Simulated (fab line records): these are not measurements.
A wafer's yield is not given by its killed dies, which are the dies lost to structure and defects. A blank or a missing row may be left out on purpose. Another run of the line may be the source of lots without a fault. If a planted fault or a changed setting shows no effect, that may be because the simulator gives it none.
fab line records | flow rit-cmos
record lots=14 wafers=42 last-day=7
route steps=202 shown NSD@139 SDANNEAL@156 CONTACT@177 M1@202
lots with no fault: from the same line, run without faults
start-h: hours from the record's opening day to when the first of the lot's shown wafers began | wait-h: hours elapsed since this lot's preceding step | " the same as in the row above | L1.1+2: a row that stands for several wafers | - value missing, or start not given | * or withheld: withheld | < > ~ a bound
route shown NAME@n: names a module that has steps shown in the file, with the first one's number in the route | usual: average and standard deviation across the fault-free wafers | same: alike in all rows | chamber/n: place in a boat | sites: the reading at each site | _std_site: standard deviation across them | _edge_site: the outer-site mean with the inner-site mean subtracted | radius-mm: how far each site lies from the wafer's centre | mask NAME#n: copy n | behind: tool/chamber where the wafer was last shaped | hold: cause of the lot's hold/its duration in hours/its outcome | device: transistor that didn't switch, given as n, p or np | end of line: tests of these same wafers at the route's end | a step without rows: its recipe alone | killed: dies lost to structure and defects at the first sort, not the wafer's yield | map: per-die view of a wafer (x killed, . not killed, _ where there is no die)
set.NAME: the setting as run; set.NAME@STEP: as run at that earlier step | model.NAME: the simulator's own value behind a step, which no gauge read
steps of the route over a sample of lots; a table a step, a row a wafer
services: when a tool's chamber went out of use (start-h, in hours from the record's first day, below 0 if earlier), for how many hours, and the reason
## steps
# step RIT_NSD_IMPLANT_08
# recipe species=P energy-kev=25 dose-cm2=1e+15 tilt-deg=7
# usual dose-ions-cm2=9.999e+14/1.1e+12 faraday-current-uA=3136/67 tilt-deg=6.997/0.02
# columns lot.wafer tool chamber start-h wait-h dose-ions-cm2 faraday-current-uA tilt-deg
L961.1 implanter-03 0 53.31 0.1 9.979e+14 3136 7.009
L961.5 " 0 " " 9.997e+14 3205 6.963
L961.6 " 0 " " 1e+15 3067 6.979
L963.4 implanter-04 0 64.34 0.1 1.0006e+15 3221 6.998
L963.5 " 0 " " 9.993e+14 3112 7.002
L963.6 " 0 " " 9.992e+14 3176 7.055
L967.2 implanter-03 0 81.31 0.1 9.986e+14 3196 6.995
L967.4 " 0 " " 1.0003e+15 3092 7.040
L967.5 " 0 " " 9.981e+14 3180 7.025
L970.1 implanter-03 0 97.44 0.1 9.997e+14 3178 6.999
L970.2 " 0 " " 1.0015e+15 3039 6.979
L970.3 " 0 " " 1.0002e+15 3202 6.989
L971.1 implanter-03 0 99.35 0.1 5.509e+14 1730 6.996
L971.5 " 0 " " 5.521e+14 1721 7.009
L971.6 " 0 " " 5.516e+14 1720 6.969
L972.2 implanter-03 0 104.23 0.1 5.501e+14 1784 7.006
L972.4 " 0 " " 5.494e+14 1755 6.988
L972.5 " 0 " " 5.508e+14 1769 7.014
L974.1 implanter-02 0 117.74 0.1 1e+15 3032 7.024
L974.4 " 0 " " 9.998e+14 3254 6.996
L974.5 " 0 " " 9.991e+14 3108 6.983
L977.2 implanter-04 0 129.42 0.1 9.989e+14 3117 6.994
L977.4 " 0 " " 9.981e+14 3152 7.009
L977.5 " 0 " " 9.995e+14 3205 7.022
L979.3 implanter-02 0 140.67 0.1 1.0009e+15 3087 6.948
L979.5 " 0 " " 9.997e+14 3164 6.996
L979.6 " 0 " " 9.996e+14 3143 6.983
L980.1 implanter-04 0 147.12 0.1 1.0005e+15 3103 6.965
L980.2 " 0 " " 1.0005e+15 3012 6.985
L980.4 " 0 " " 9.994e+14 3155 6.999
L981.1 implanter-04 0 149.02 0.1 1.0002e+15 3071 7.029
L981.2 " 0 " " 9.98e+14 3164 7.001
L981.4 " 0 " " 1.0003e+15 3218 7.001
L982.1 implanter-04 0 155.16 0.1 1.0005e+15 3007 7.009
L982.3 " 0 " " 1.0001e+15 3182 7.048
L982.5 " 0 " " 9.998e+14 3150 7.023
L983.1 implanter-04 0 163.08 0.1 9.997e+14 3210 6.988
L983.2 " 0 " " 1.0012e+15 3079 7.017
L983.4 " 0 " " 1.0004e+15 3201 7.024
L984.2 implanter-04 0 166.95 0.1 9.999e+14 3097 6.998
L984.3 " 0 " " 1.0005e+15 3182 7.016
L984.6 " 0 " " 9.984e+14 3111 6.974
# step RIT_NSD_TW_MEAS_10
# usual NSD_TW=3137/40
# columns lot.wafer tool chamber start-h wait-h NSD_TW
L961.1 film-metro-02 - 53.63 0.1 3180
L961.5 " - " " 3161
L961.6 " - " " 3176
L963.4 film-metro-01 - 64.62 0.1 3155
L963.5 " - " " 3182
L963.6 " - " " 3159
L967.2 film-metro-01 - 81.62 0.1 3138
L967.4 " - " " 3164
L967.5 " - " " 3171
L970.1 film-metro-02 - 97.76 0.1 3146
L970.2 " - " " 3166
L970.3 " - " " 3165
L971.1 film-metro-02 - 99.68 0.1 2724
L971.5 " - " " 2724
L971.6 " - " " 2743
L972.2 film-metro-01 - 104.54 0.1 2740
L972.4 " - " " 2762
L972.5 " - " " 2751
L974.1 film-metro-03 - 118.07 0.1 3090
L974.4 " - " " 3065
L974.5 " - " " 3066
L977.2 film-metro-02 - 129.73 0.1 3162
L977.4 " - " " 3161
L977.5 " - " " 3170
L979.3 film-metro-02 - 140.96 0.1 3136
L979.5 " - " " 3142
L979.6 " - " " 3164
L980.1 film-metro-02 - 147.45 0.1 3152
L980.2 " - " " 3167
L980.4 " - " " 3174
L981.1 film-metro-01 - 149.34 0.1 3179
L981.2 " - " " 3178
L981.4 " - " " 3195
L982.1 film-metro-03 - 155.49 0.1 3085
L982.3 " - " " 3085
L982.5 " - " " 3069
L983.1 film-metro-03 - 163.40 0.1 3084
L983.2 " - " " 3093
L983.4 " - " " 3089
L984.2 film-metro-01 - 167.26 0.1 3188
L984.3 " - " " 3183
L984.6 " - " " 3183
# step RIT_SDANNEAL_RTA_03
# recipe temp-c=1050 time-s=5 idle-temp-c=600 ramp-up-c-per-s=342 ramp-down-c-per-s=171 cool-to-c=600 ambient=N2
# usual anneal-temp-c-max=1054.6/0.76 wafer_temp_C_max=1053.5/1.2
# columns lot.wafer tool chamber start-h wait-h anneal-temp-c-max wafer_temp_C_max
L961.1 rtp-anneal-02 0 55.62 0.0 1054.6 1054.9
L961.5 " 0 " " 1054.5 1052.1
L961.6 " 0 " " 1055.1 1053.9
L963.4 rtp-anneal-02 0 66.60 0.0 1054.9 1053.1
L963.5 " 0 " " 1056.3 1054.0
L963.6 " 0 " " 1055.1 1054.1
L967.2 rtp-anneal-02 0 83.67 0.0 1053.8 1052.8
L967.4 " 0 " " 1054.3 1053.6
L967.5 " 0 " " 1055.7 1053.5
L970.1 rtp-anneal-01 0 99.87 0.0 1055.2 1055.7
L970.2 " 0 " " 1053.9 1055.8
L970.3 " 0 " " 1054.6 1055.3
L971.1 rtp-anneal-02 0 101.54 0.0 1054.2 1053.6
L971.5 " 0 " " 1054.1 1053.9
L971.6 " 0 " " 1055.0 1051.7
L972.2 rtp-anneal-01 0 106.56 0.0 1054.6 1054.5
L972.4 " 0 " " 1054.1 1053.4
L972.5 " 0 " " 1054.8 1053.8
L974.1 rtp-anneal-01 0 120.42 0.0 1054.0 1053.9
L974.4 " 0 " " 1053.3 1053.9
L974.5 " 0 " " 1054.8 1051.5
L977.2 rtp-anneal-02 0 131.73 0.0 1054.4 1054.5
L977.4 " 0 " " 1054.0 1052.3
L977.5 " 0 " " 1055.0 1052.7
L979.3 rtp-anneal-02 0 142.97 0.0 1054.2 1054.2
L979.5 " 0 " " 1056.4 1053.6
L979.6 " 0 " " 1055.1 1052.6
L980.1 rtp-anneal-01 0 149.48 0.0 1055.3 1054.1
L980.2 " 0 " " 1053.9 1053.7
L980.4 " 0 " " 1055.2 1053.3
L981.1 rtp-anneal-02 0 151.36 0.0 1055.6 1054.1
L981.2 " 0 " " 1054.2 1051.8
L981.4 " 0 " " 1054.5 1054.1
L982.1 rtp-anneal-01 0 158.07 0.0 1054.1 1054.1
L982.3 " 0 " " 1054.9 1051.8
L982.5 " 0 " " 1053.1 1052.1
L983.1 rtp-anneal-02 0 165.72 0.0 1054.2 1050.6
L983.2 " 0 " " 1053.7 1052.1
L983.4 " 0 " " 1053.2 1052.3
L984.2 rtp-anneal-01 0 169.24 0.0 1053.8 1052.4
L984.3 " 0 " " 1055.1 1053.0
L984.6 " 0 " " 1054.4 1054.3
# step RIT_SDANNEAL_RS_MEAS_05
# recipe thk-meas-gauge=four-point-probe
# usual NSD_RS=84.54/0.28
# columns lot.wafer tool chamber start-h wait-h NSD_RS[ohm/sq]
L961.1 film-metro-01 - 55.80 0.1 84.47
L961.5 " - " " 84.55
L961.6 " - " " 84.51
L963.4 film-metro-01 - 66.81 0.1 84.82
L963.5 " - " " 84.74
L963.6 " - " " 84.81
L967.2 film-metro-01 - 83.86 0.1 84.81
L967.4 " - " " 84.43
L967.5 " - " " 84.69
L970.1 film-metro-01 - 100.05 0.1 84.52
L970.2 " - " " 84.49
L970.3 " - " " 84.82
L971.1 film-metro-02 - 101.72 0.1 138.07
L971.5 " - " " 138.00
L971.6 " - " " 138.11
L972.2 film-metro-01 - 106.75 0.1 138.17
L972.4 " - " " 137.07
L972.5 " - " " 137.97
L974.1 film-metro-01 - 120.60 0.1 85.05
L974.4 " - " " 84.86
L974.5 " - " " 84.48
L977.2 film-metro-03 - 131.91 0.1 85.07
L977.4 " - " " 84.67
L977.5 " - " " 84.89
L979.3 film-metro-02 - 143.17 0.1 84.84
L979.5 " - " " 84.58
L979.6 " - " " 84.73
L980.1 film-metro-02 - 149.66 0.1 84.18
L980.2 " - " " 84.13
L980.4 " - " " 84.03
L981.1 film-metro-02 - 151.54 0.1 84.43
L981.2 " - " " 84.15
L981.4 " - " " 84.32
L982.1 film-metro-03 - 158.24 0.1 84.52
L982.3 " - " " 84.65
L982.5 " - " " 84.66
L983.1 film-metro-01 - 165.90 0.1 84.09
L983.2 " - " " 84.28
L983.4 " - " " 84.18
L984.2 film-metro-03 - 169.42 0.1 84.19
L984.3 " - " " 84.13
L984.6 " - " " 83.93
# step RIT_CONTACT_OVL_MEAS_09
# usual CONTACT_OVL=1.5/1.3
# columns lot.wafer tool chamber start-h wait-h CONTACT_OVL[nm]
L961.1 overlay-02 - 58.34 0.1 0.5
L961.5 " - " " -0.4
L961.6 " - " " -0.1
L963.4 overlay-02 - 68.87 0.1 1.3
L963.5 " - " " 3.2
L963.6 " - " " 1.7
L967.2 overlay-02 - 86.05 0.1 1.5
L967.4 " - " " 2.7
L967.5 " - " " 2.1
L970.1 overlay-01 - 102.25 0.1 4.1
L970.2 " - " " 3.0
L970.3 " - " " 2.6
L971.1 overlay-01 - 103.80 0.1 1.8
L971.5 " - " " 2.0
L971.6 " - " " 2.9
L972.2 overlay-02 - 108.94 0.1 0.6
L972.4 " - " " 0.3
L972.5 " - " " 1.0
L974.1 overlay-02 - 122.90 0.1 0.2
L974.4 " - " " 1.8
L974.5 " - " " -0.6
L977.2 overlay-01 - 134.10 0.1 1.0
L977.4 " - " " 0.6
L977.5 " - " " 0.1
L979.3 overlay-02 - 145.29 0.1 -0.3
L979.5 " - " " 0.1
L979.6 " - " " 2.4
L980.1 overlay-01 - 151.74 0.1 0.5
L980.2 " - " " 2.4
L980.4 " - " " 1.9
L981.1 overlay-02 - 153.62 0.1 -1.4
L981.2 " - " " -0.5
L981.4 " - " " 2.4
L982.1 overlay-02 - 160.34 0.1 1.9
L982.3 " - " " -1.2
L982.5 " - " " 1.6
L983.1 overlay-02 - 168.12 0.1 1.5
L983.2 " - " " -0.4
L983.4 " - " " 0.1
L984.2 overlay-01 - 171.61 0.1 0.5
L984.3 " - " " 0.9
L984.6 " - " " 0.9
# step RIT_M1_PROBE_99
# usual killed_at_M0_to_M3=0.0/0.23 killed-at-contacts=0.1/0.34 killed-at-front-end=6.9/2.8 killed-dies=7.1/2.8 killed-on-rim=1.8/1.3 killed-open=3.4/1.9 killed-short=3.6/1.7
# same gross-dies=264 killed_at_M4_up=0 killed-at-back-side=0 killed-at-other=0
# columns lot.wafer tool chamber start-h wait-h killed_at_M0_to_M3 killed-at-contacts killed-at-front-end killed-dies killed-on-rim killed-open killed-short
L967.2 prober-01 - 91.17 0.1 0 0 5 5 1 3 2
L967.4 prober-01 - 91.27 0.2 0 0 10 10 7 3 7
L967.5 prober-01 - 91.32 0.2 0 0 4 4 1 2 2
L970.1 prober-02 - 107.43 0.1 1 0 7 8 1 3 5
L970.2 prober-02 - 107.48 0.1 0 0 7 7 2 4 3
L970.3 prober-02 - 107.53 0.2 0 0 7 7 0 3 4
L977.2 prober-01 - 139.39 0.1 0 1 2 3 1 2 1
L977.4 prober-01 - 139.49 0.2 0 0 9 9 2 4 5
L977.5 prober-01 - 139.54 0.2 0 0 7 7 1 3 4
L979.3 prober-01 - 150.48 0.2 0 0 6 6 2 2 4
L979.5 prober-01 - 150.58 0.2 0 0 1 1 1 1 0
L979.6 prober-01 - 150.63 0.2 0 0 6 6 3 4 2
L980.1 prober-01 - 156.91 0.1 0 0 9 9 3 4 5
L980.2 prober-01 - 156.96 0.1 0 0 6 6 3 4 2
L980.4 prober-01 - 157.06 0.2 0 0 6 6 1 2 4
L981.1 prober-02 - 158.91 0.1 0 0 10 10 1 4 6
L981.2 prober-02 - 158.96 0.1 0 0 9 9 2 4 5
L981.4 prober-02 - 159.06 0.2 0 0 10 10 2 7 3
L983.1 prober-02 - 173.28 0.1 0 0 6 6 0 3 3
L983.2 prober-02 - 173.33 0.1 0 0 5 5 0 1 4
L983.4 prober-02 - 173.43 0.2 0 0 6 6 1 3 3
L984.2 prober-01 - 176.72 0.1 0 0 7 7 1 1 6
L984.3 prober-01 - 176.77 0.2 0 0 8 8 2 4 4
L984.6 prober-01 - 176.92 0.2 0 0 9 9 2 4 5
# killed by level:class
L967.2 SPACER:geometric-particle:open=3 FOX2:geometric-particle:short=1 GATE:geometric-particle:short=1
L967.4 SILICIDE:geometric-particle:short=3 GATE:geometric-particle:open=2 GATE:geometric-particle:short=2 REOX:geometric-particle:short=1 SPACER:geometric-particle:open=1 SPACER:geometric-particle:short=1
L967.5 FOX2:geometric-particle:short=1 FOX2:geometric-particle:open=1 GATE:geometric-particle:open=1 REOX:geometric-particle:short=1
L970.1 GATE:geometric-particle:short=3 FOX1:geometric-particle:open=1 GATE:geometric-particle:open=1 REOX:geometric-particle:short=1 SPACER:geometric-particle:open=1 M1:geometric-particle:short=1
L970.2 REOX:geometric-particle:short=2 FOX1:geometric-particle:short=1 FOX2:geometric-particle:open=1 GATE:geometric-particle:open=1 REOX:geometric-particle:open=1 SILICIDE:geometric-particle:open=1
L970.3 REOX:geometric-particle:open=3 GATE:geometric-particle:short=2 SPACER:geometric-particle:short=1 SILICIDE:geometric-particle:short=1
L977.2 GATE:geometric-particle:open=1 SPACER:geometric-particle:open=1 CONTACT:geometric-particle:short=1
L977.4 GATE:geometric-particle:short=5 GATE:geometric-particle:open=4
L977.5 GATE:geometric-particle:short=4 GATE:geometric-particle:open=2 FOX2:geometric-particle:open=1
L979.3 GATE:geometric-particle:short=2 SILICIDE:geometric-particle:short=2 GATE:geometric-particle:open=1 SILICIDE:geometric-particle:open=1
L979.5 SILICIDE:geometric-particle:open=1
L979.6 FOX1:geometric-particle:open=2 FOX1:geometric-particle:short=1 GATE:geometric-particle:open=1 GATE:geometric-particle:short=1 SPACER:geometric-particle:open=1
L980.1 GATE:geometric-particle:short=4 GATE:geometric-particle:open=3 FOX2:geometric-particle:short=1 SILICIDE:geometric-particle:open=1
L980.2 GATE:geometric-particle:open=2 GATE:geometric-particle:short=2 FOX1:geometric-particle:open=1 REOX:geometric-particle:open=1
L980.4 SILICIDE:geometric-particle:short=2 FOX2:geometric-particle:open=1 GATE:geometric-particle:short=1 SPACER:geometric-particle:short=1 SPACER:geometric-particle:open=1
L981.1 GATE:geometric-particle:short=3 GATE:geometric-particle:open=2 FOX1:geometric-particle:open=1 FOX1:geometric-particle:short=1 REOX:geometric-particle:short=1 REOX:geometric-particle:open=1 SILICIDE:geometric-particle:short=1
L981.2 FOX2:geometric-particle:short=3 SILICIDE:geometric-particle:open=2 FOX1:geometric-particle:short=1 FOX1:geometric-particle:open=1 GATE:geometric-particle:short=1 REOX:geometric-particle:open=1
L981.4 GATE:geometric-particle:open=4 SPACER:geometric-particle:open=2 SPACER:geometric-particle:short=2 FOX2:geometric-particle:short=1 REOX:geometric-particle:open=1
L983.1 GATE:geometric-particle:short=3 GATE:geometric-particle:open=1 REOX:geometric-particle:open=1 SPACER:geometric-particle:open=1
L983.2 SILICIDE:geometric-particle:short=2 GATE:geometric-particle:open=1 GATE:geometric-particle:short=1 SPACER:geometric-particle:short=1
L983.4 ACTIVE:geometric-particle:short=1 FOX1:geometric-particle:short=1 REOX:geometric-particle:open=1 SPACER:geometric-particle:short=1 SPACER:geometric-particle:open=1 SILICIDE:geometric-particle:open=1
L984.2 REOX:geometric-particle:short=2 FOX1:geometric-particle:short=1 FOX2:geometric-particle:short=1 GATE:geometric-particle:short=1 GATE:geometric-particle:open=1 SILICIDE:geometric-particle:short=1
L984.3 GATE:geometric-particle:open=2 GATE:geometric-particle:short=2 FOX1:geometric-particle:short=1 FOX2:geometric-particle:open=1 REOX:geometric-particle:open=1 SILICIDE:geometric-particle:short=1
L984.6 FOX2:geometric-particle:open=2 REOX:geometric-particle:short=2 FOX1:geometric-particle:short=1 FOX2:geometric-particle:short=1 GATE:geometric-particle:open=1 GATE:geometric-particle:short=1 REOX:geometric-particle:open=1
## services
# columns tool chamber start-h hours kind
rtp-anneal-01 - 42.46 24.4 pm
implanter-02 - 63.05 8.7 repair
implanter-04 - 66.61 0.9 repair
implanter-02 - 71.75 4.6 pm
implanter-02 - 74.58 5.2 repair
implanter-03 - 75.54 5.0 repair
implanter-03 - 85.00 4.1 repair
implanter-04 - 89.28 13.6 repair
implanter-04 - 92.22 3.7 repair
implanter-02 - 94.75 9.8 pm
implanter-03 - 121.39 1.0 repair
rtp-anneal-02 - 160.64 4.9 pm
## key
first-sign step=RIT_NSD_IMPLANT_08 reading=dose-ions-cm2 direction=down sigmas=99+ usual=9.999e+14 struck=5.508e+14
effect step=RIT_NSD_IMPLANT_08 reading=faraday-current-uA direction=down sigmas=21 usual=3136 struck=1746
effect step=RIT_NSD_TW_MEAS_10 reading=NSD_TW direction=down sigmas=9.8 usual=3137 struck=2741
effect step=RIT_SDANNEAL_RS_MEAS_05 reading=NSD_RS direction=up sigmas=99+ usual=84.54 struck=137.90
met-at RIT_NSD_IMPLANT_08
struck-lots L971,L972
tester-left-out L971,L972
not-acting-at RIT_SDANNEAL_RTA_03,RIT_CONTACT_OVL_MEAS_09
onset-between 97.44 99.35
fault kind=process-parameter-drift tool=implanter-03 chamber=- onset-h=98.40 steps=RIT_NSD_IMPLANT_08 channel=dose-cm2 offset=-4.5e+14 shape=step end-h=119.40 acts-in=these-recipes-only stated=1e+15
# tester-left-out: of these lots the tester's yield and bins aren't shown, on N5 and GAA mostly nor the transistor test; their killed dies are dies lost to structure and defects alone, not to doping, threshold or leakage, so they don't give the yield
